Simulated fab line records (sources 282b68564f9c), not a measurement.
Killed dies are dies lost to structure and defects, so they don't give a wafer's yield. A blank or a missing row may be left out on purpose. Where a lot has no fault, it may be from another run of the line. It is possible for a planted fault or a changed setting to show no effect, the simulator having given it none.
Which tool is to blame? -- flow ritCmos -- 12 lots, 36 wafers sampled, at 2 steps of a route of 202

## WHAT THE GAUGES SHOWED, per wafer
The record lacks any reading of a measuring or inspecting step that a usual standard deviation could be used to judge.

## WHAT TOOL EACH LOT RAN ON (gives the tool, then ch and the chambers of the sampled wafers, and finally the start)
lot,RIT_ACTIVE_DEVELOP_10,RIT_M1_PROBE_99
L115,"lithoTrack-04 ch 0, day 1 14:00",-
L116,"lithoTrack-02 ch 0, day 1 19:00",-
L117,"lithoTrack-04 ch 0, day 2 01:00",-
L118,"lithoTrack-02 ch 0, day 2 05:00",-
L119,"lithoTrack-03 ch 0, day 2 15:00",-
L121,"lithoTrack-02 ch 0, day 2 21:00",-
L125,"lithoTrack-04 ch 0, day 3 17:00",-
L127,"lithoTrack-04 ch 0, day 4 04:00","prober-02, day 6 02:25"
L128,"lithoTrack-04 ch 0, day 4 07:00","prober-01, day 6 04:14"
L133,"lithoTrack-03 ch 0, day 5 08:00","prober-02, day 7 09:56"
L134,"lithoTrack-03 ch 0, day 5 13:00",-
L137,"lithoTrack-03 ch 0, day 6 04:00",-
- RIT_ACTIVE_DEVELOP_10: develop time 50 s.
- RIT_M1_PROBE_99

## AS READ BY THE TOOLS THEMSELVES (means over the sampled wafers that have a number; for cases with no such wafer, the mark the record gives instead)
RIT_M1_PROBE_99. Usual: killedAtContacts 0.1, standard deviation 0.31; killedAtFrontEnd 8, standard deviation 3.1; killedDies 8, standard deviation 3.2; killedOnRim 2.1, standard deviation 1.6; killedOpen 3.9, standard deviation 2.2; killedShort 3.8, standard deviation 2.1.
lot,tool,killedAtContacts,killedAtFrontEnd,killedDies,killedOnRim,killedOpen,killedShort,flag
L127,prober-02,0.0,212,212,69.7,5.7,3.3,OFF
L128,prober-01,0.0,165,165,66.3,3.0,5.7,OFF
L133,prober-02,0.0,9,9,3.0,3.3,5.3,

## THE ANSWER, worked out from the rows above alone
Rule: a lot counts as off when the mean over its wafers that have a number is more than 3 standard deviations away from the usual mean. A lot without any number at a reading at which 4 lots or more have one is off too. Any other lot the step has rows for is counted as sound. First the gauges in route order, then the tools' own readings, where a lot's mean is used as printed above. At the first step where some lot is off, the reading lying furthest off is the one used; lots without a number count as furthest.
Off: L127, L128 (RIT_M1_PROBE_99, killedAtFrontEnd). Neither off nor sound, because the step has no rows for them: L115, L116, L117, L118, L119, L121, L125, L134, L137.
If a tool, at that step or one of the process steps before it, ran each lot that is off and ran no sound lot following the first of them, it fits. One candidate fits, namely lithoTrack-04 at RIT_ACTIVE_DEVELOP_10. It ran no sound lot before its first lot that is off in this sample, so the start can't be narrowed down.

## WHAT THE SIMULATOR HAD PUT IN
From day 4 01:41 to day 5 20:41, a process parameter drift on lithoTrack-04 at RIT_ACTIVE_DEVELOP_10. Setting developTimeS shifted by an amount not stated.
Shown lots that were struck: L127, L128. The rule above found the same.
